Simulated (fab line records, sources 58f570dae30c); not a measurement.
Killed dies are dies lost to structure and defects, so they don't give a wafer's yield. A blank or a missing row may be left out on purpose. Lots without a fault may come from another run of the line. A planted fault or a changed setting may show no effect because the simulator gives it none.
One fault seen from 2 desks | flow berkeley_cmos170 | each desk has only its own numbers; what lay behind them comes last

THE TOOL OWNER'S DESK: rie_diel-04
The tool's own readings at UCB170_ZERO_ETCH_06 (etches SiO2 in CHF3/CF4/Ar, time 12 s): means of the sampled wafers that have a number, for each lot that ran on this tool. A lot is out of limits, marked OUT, if its mean lies more than 4 standard deviations from the usual mean; the brackets give that distance.
Columns: A = CHF3_flow_sccm at UCB170_ZERO_ETCH_06, usual 49.99 sccm; B = cf4_flow_sccm at UCB170_ZERO_ETCH_06, usual 10.00 sccm; C = drypump_motor_current_A at UCB170_ZERO_ETCH_06, usual 5.9 A; D = oes_product_au at UCB170_ZERO_ETCH_06, usual 0.614 a.u.; E = throttle_valve_pct at UCB170_ZERO_ETCH_06, usual 9.23 %
lot  | first seen here | A     | B     | C   | D     | E
L129 | day 2 11:03     | 50.01 | 9.98  | 5.7 | 0.618 | 9.15
L135 | day 3 15:41     | 50.01 | 10.01 | 5.9 | 0.623 | 9.18
L148 | day 6 07:07     | 49.94 | 10.00 | 5.9 | 0.621 | 9.09
This desk's finding: nothing out of limits on any of the 3 lots.

THE METROLOGY DESK
What the gauges read, lot by lot, whatever tool the lot ran on: means of the sampled wafers that have a number. A lot is out of limits, marked OUT, if its mean lies more than 4 standard deviations from the usual mean; the brackets give that distance.
Columns: A = START_OXIDE_THK at UCB170_START_THK_MEAS_03, usual 20.7 nm; B = PWELL_NITRIDE_THK at UCB170_PWELL_THK_MEAS_06, usual 218.9 nm
lot  | first seen here | A    | B
L126 | day 1 15:13     | 20.8 | 221.5
L127 | day 1 20:08     | 21.1 | 220.3
L129 | day 2 06:28     | 20.7 | 219.7
L131 | day 2 16:28     | 20.7 | 219.8
L133 | day 3 03:26     | 21.0 | 222.3
L135 | day 3 09:55     | 20.6 | 218.7
L137 | day 3 22:32     | 21.3 | 218.3
L138 | day 4 04:08     | 20.9 | 217.8
L140 | day 4 09:41     | 20.3 | 218.3
L143 | day 5 03:33     | 20.6 | 218.1
L145 | day 5 12:32     | 21.1 | -
L146 | day 5 18:42     | 21.2 | -
L148 | day 6 03:28     | 20.7 | 219.2
L149 | day 6 08:04     | 20.0 | 221.3
This desk's finding: nothing out of limits on any of the 14 lots.

PUT TOGETHER
The tool owner's desk saw nothing out of limits.
The metrology desk saw nothing out of limits.

WHAT THE SIMULATOR HAD PUT IN
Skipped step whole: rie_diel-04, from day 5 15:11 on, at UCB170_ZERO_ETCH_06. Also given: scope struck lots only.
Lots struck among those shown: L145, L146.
